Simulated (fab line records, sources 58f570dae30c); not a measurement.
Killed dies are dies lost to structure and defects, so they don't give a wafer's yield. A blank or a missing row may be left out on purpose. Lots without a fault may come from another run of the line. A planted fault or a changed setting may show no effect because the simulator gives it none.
Which tool did it? | flow berkeley_cmos170 | 13 lots, 39 wafers sampled, at 6 steps of a route of 331

WHAT THE GAUGES READ, wafer by wafer
UCB170_NLDD_CD_MEAS_06: target cd 1200 nm.
lot  | measured     | on        | cd_nm (nm)
L791 | day 7 15:48  | cd_sem-02 | 1198.8 1199.3 1197.7
L793 | day 8 08:27  | cd_sem-02 | 1200.8 1201.7 1200.4
L796 | day 8 08:41  | cd_sem-02 | 1198.7 1198.9 1199.7
L794 | day 8 08:56  | cd_sem-02 | 1202.1 1200.7 1201.3
L798 | day 9 01:43  | cd_sem-02 | 1201.6 1200.7 1202.3
L799 | day 9 03:10  | cd_sem-02 | 1197.7 1198.5 1199.0
L801 | day 9 11:44  | cd_sem-02 | 1200.6 1199.8 1200.4
L803 | day 9 17:38  | cd_sem-02 | 1199.0 1200.6 1198.9
L806 | day 10 13:28 | cd_sem-01 | 1200.3 1199.2 1200.1
L812 | day 11 14:01 | cd_sem-02 | 1198.4 1198.5 1198.6
L811 | day 11 14:20 | cd_sem-01 | 1202.3 1202.1 1201.7
L813 | day 11 22:26 | cd_sem-02 | 1200.4 1197.8 1198.4
L814 | day 11 22:37 | cd_sem-02 | 1197.8 1197.1 1196.7

UCB170_NSD_CD_MEAS_06: target cd 1200 nm.
lot  | measured     | on        | cd_nm (nm)
L791 | day 8 04:43  | cd_sem-02 | 1199.8 1199.2 1199.5
L793 | day 8 19:53  | cd_sem-02 | 1198.6 1199.1 1198.2
L796 | day 8 21:04  | cd_sem-02 | 1199.5 1201.5 1201.0
L794 | day 8 21:26  | cd_sem-02 | 1202.0 1201.2 1202.1
L798 | day 9 15:30  | cd_sem-02 | 1196.8 1198.3 1198.1
L799 | day 9 15:17  | cd_sem-02 | 1199.0 1198.3 1198.6
L801 | day 9 20:35  | cd_sem-01 | 1199.6 1200.3 1199.6
L803 | day 10 04:16 | cd_sem-01 | 1198.7 1198.7 1199.7
L806 | day 11 00:28 | cd_sem-02 | 1200.9 1199.7 1200.0
L812 | day 12 02:42 | cd_sem-02 | 1202.5 1202.7 1202.9
L811 | day 12 02:53 | cd_sem-01 | 1202.2 1202.7 1201.0
L813 | day 12 11:27 | cd_sem-02 | 1198.6 1199.0 1196.6
L814 | day 12 10:50 | cd_sem-02 | 1200.2 1199.3 1200.4

UCB170_NSD_TW_MEAS_10.
lot  | measured     | on            | NSD_TW
L791 | day 8 05:07  | film_metro-03 | 4072 4065 4051
L793 | day 8 20:18  | film_metro-02 | 4203 4221 4208
L796 | day 8 21:29  | film_metro-01 | 4201 4196 4182
L794 | day 8 21:50  | film_metro-03 | 4097 4075 4066
L798 | day 9 15:55  | film_metro-01 | 4195 4206 4183
L799 | day 9 15:41  | film_metro-01 | 4195 4217 4219
L801 | day 9 20:58  | film_metro-01 | 4174 4184 4193
L803 | day 10 04:40 | film_metro-01 | 30 30 30
L806 | day 11 00:53 | film_metro-03 | 4099 4092 4093
L812 | day 12 03:06 | film_metro-02 | 4211 4191 4194
L811 | day 12 03:18 | film_metro-03 | 4132 4117 4128
L813 | day 12 11:50 | film_metro-02 | 4196 4224 4199
L814 | day 12 11:15 | film_metro-01 | 4249 4192 4220

WHICH TOOL RAN EACH LOT (tool, then ch and the chambers of the sampled wafers, then the start)
lot  | UCB170_SPACER_ETCHBACK_03          | UCB170_PSD_STRIP_09                  | UCB170_NSD_STRIP_09
L791 | rie_diel-04 ch 0,3, day 7 21:26    | plasma_asher-04 ch 0,1, day 7 23:40  | plasma_asher-03 ch 0,1, day 8 05:00
L793 | rie_diel-01 ch 1,2,3, day 8 15:16  | plasma_asher-03 ch 0,1, day 8 17:33  | plasma_asher-01 ch 0,1, day 8 20:12
L796 | rie_diel-03 ch 0,1,3, day 8 15:16  | plasma_asher-03 ch 0,1, day 8 18:02  | plasma_asher-02 ch 0,1, day 8 21:23
L794 | rie_diel-04 ch 0,3, day 8 15:21    | plasma_asher-01 ch 1, day 8 18:16    | plasma_asher-02 ch 0,1, day 8 21:44
L798 | rie_diel-03 ch 0,1,2, day 9 07:51  | plasma_asher-01 ch 0,1, day 9 11:17  | plasma_asher-03 ch 1, day 9 15:49
L799 | rie_diel-01 ch 0,2, day 9 07:51    | plasma_asher-04 ch 0,1, day 9 11:10  | plasma_asher-02 ch 0, day 9 15:34
L801 | rie_diel-04 ch 0,2,3, day 9 17:06  | plasma_asher-01 ch 0,1, day 9 18:54  | plasma_asher-01 ch 0,1, day 9 20:53
L803 | rie_diel-04 ch 2,3, day 9 23:16    | plasma_asher-01 ch 0,1, day 10 01:35 | plasma_asher-01 ch 0,1, day 10 04:34
L806 | rie_diel-03 ch 0,2,3, day 10 20:04 | plasma_asher-04 ch 0,1, day 10 21:53 | plasma_asher-02 ch 0,1, day 11 00:47
L812 | rie_diel-01 ch 1,2,3, day 11 23:26 | plasma_asher-04 ch 0,1, day 12 00:55 | plasma_asher-02 ch 0,1, day 12 02:59
L811 | rie_diel-03 ch 0,2, day 11 23:26   | plasma_asher-03 ch 0,1, day 12 01:11 | plasma_asher-03 ch 0,1, day 12 03:12
L813 | rie_diel-03 ch 0,1,2, day 12 06:14 | plasma_asher-01 ch 0,1, day 12 07:29 | plasma_asher-03 ch 0,1, day 12 11:44
L814 | rie_diel-01 ch 0,2, day 12 06:14   | plasma_asher-03 ch 0,1, day 12 07:34 | plasma_asher-02 ch 0,1, day 12 11:09
- UCB170_SPACER_ETCHBACK_03: etches SiO2 in CHF3/CF4/Ar, stops on Si, target depth 376 nm, time 100 s.
- UCB170_PSD_STRIP_09: strips in O2.
- UCB170_NSD_STRIP_09: strips in O2.

WHAT THE TOOLS THEMSELVES READ (means of the sampled wafers that have a number; where no wafer has one, the mark that the record gives instead)
UCB170_SPACER_ETCHBACK_03.
lot  | tool        | drypump_motor_current_A (A) | oes_product_au (a.u.) | throttle_valve_pct (%)
L791 | rie_diel-04 | 5.5                         | 0.924                 | 6.49
L793 | rie_diel-01 | 6.0                         | 0.894                 | 6.39
L796 | rie_diel-03 | 5.7                         | 0.911                 | 6.55
L794 | rie_diel-04 | 5.6                         | 0.916                 | 6.53
L798 | rie_diel-03 | 5.4                         | 0.907                 | 6.46
L799 | rie_diel-01 | 5.8                         | 0.880                 | 6.43
L801 | rie_diel-04 | 5.5                         | 0.931                 | 6.53
L803 | rie_diel-04 | 5.4                         | 0.930                 | 6.53
L806 | rie_diel-03 | 5.7                         | 0.921                 | 6.59
L812 | rie_diel-01 | 6.0                         | 0.892                 | 6.39
L811 | rie_diel-03 | 5.4                         | 0.901                 | 6.53
L813 | rie_diel-03 | 5.4                         | 0.918                 | 6.48
L814 | rie_diel-01 | 5.5                         | 0.882                 | 6.41

UCB170_PSD_STRIP_09.
lot  | tool            | drypump_motor_current_A (A) | oes_product_au (a.u.) | strip_time_to_endpoint_s (s)
L791 | plasma_asher-04 | 6.33                        | 0.601                 | 29.42
L793 | plasma_asher-03 | 5.68                        | 0.599                 | 29.40
L796 | plasma_asher-03 | 5.93                        | 0.602                 | 29.41
L794 | plasma_asher-01 | 6.10                        | 0.603                 | 29.41
L798 | plasma_asher-01 | 6.12                        | 0.603                 | 29.45
L799 | plasma_asher-04 | 6.33                        | 0.605                 | 29.42
L801 | plasma_asher-01 | 6.11                        | 0.602                 | 29.28
L803 | plasma_asher-01 | 6.10                        | 0.434                 | -
L806 | plasma_asher-04 | 6.31                        | 0.600                 | 29.34
L812 | plasma_asher-04 | 6.33                        | 0.600                 | 29.49
L811 | plasma_asher-03 | 5.68                        | 0.601                 | 29.29
L813 | plasma_asher-01 | 6.13                        | 0.605                 | 29.36
L814 | plasma_asher-03 | 5.69                        | 0.600                 | 29.25

UCB170_NSD_STRIP_09.
lot  | tool            | drypump_motor_current_A (A) | oes_product_au (a.u.) | strip_time_to_endpoint_s (s)
L791 | plasma_asher-03 | 5.70                        | 0.531                 | 35.95
L793 | plasma_asher-01 | 6.13                        | 0.537                 | 35.76
L796 | plasma_asher-02 | 5.83                        | 0.531                 | 35.76
L794 | plasma_asher-02 | 6.01                        | 0.536                 | 35.86
L798 | plasma_asher-03 | 5.45                        | 0.532                 | 35.85
L799 | plasma_asher-02 | 5.65                        | 0.534                 | 35.80
L801 | plasma_asher-01 | 6.12                        | 0.533                 | 35.87
L803 | plasma_asher-01 | 6.08                        | 0.610                 | 56.31
L806 | plasma_asher-02 | 5.98                        | 0.536                 | 35.77
L812 | plasma_asher-02 | 5.84                        | 0.534                 | 35.77
L811 | plasma_asher-03 | 5.92                        | 0.536                 | 35.89
L813 | plasma_asher-03 | 5.69                        | 0.533                 | 35.79
L814 | plasma_asher-02 | 5.99                        | 0.526                 | 35.83

THE ANSWER, worked out from the rows above alone
Rule: what is usual is taken from the lots themselves. Put in order of their means at a reading, lots are off if they are a third of the lots or fewer, leave a main group of 4 or more, and stand apart from it by a gap of 3 or more times the standard deviation of the main group's means; of several such gaps the widest counts. A main group whose means are all the same, to the digits that the tables above print for the reading, isn't used. A lot without any number at a reading at which 4 lots or more have one is off too. The other lots that the step has rows for count as sound. The gauges are gone through in route order, then the tools' own readings, and for those a lot's mean is taken as printed above. The first step at which some lot is off is used, and at that step the reading that is off furthest; a lot without a number counts as furthest.
Off: L803, at UCB170_NSD_TW_MEAS_10 (NSD_TW). The main group: mean 4165, standard deviation 55.
A tool fits if, at a process step before that reading, it ran every lot that is off, and no sound lot after the first of them. The gauges at UCB170_NSD_TW_MEAS_10 aren't tried: what is off there is off at UCB170_PSD_STRIP_09 too, on other tools, and a gauge's error can't cause that. Can't be told from this: 2 tools fit, rie_diel-04 at UCB170_SPACER_ETCHBACK_03, plasma_asher-01 at UCB170_NSD_STRIP_09.

WHAT THE SIMULATOR HAD PUT IN
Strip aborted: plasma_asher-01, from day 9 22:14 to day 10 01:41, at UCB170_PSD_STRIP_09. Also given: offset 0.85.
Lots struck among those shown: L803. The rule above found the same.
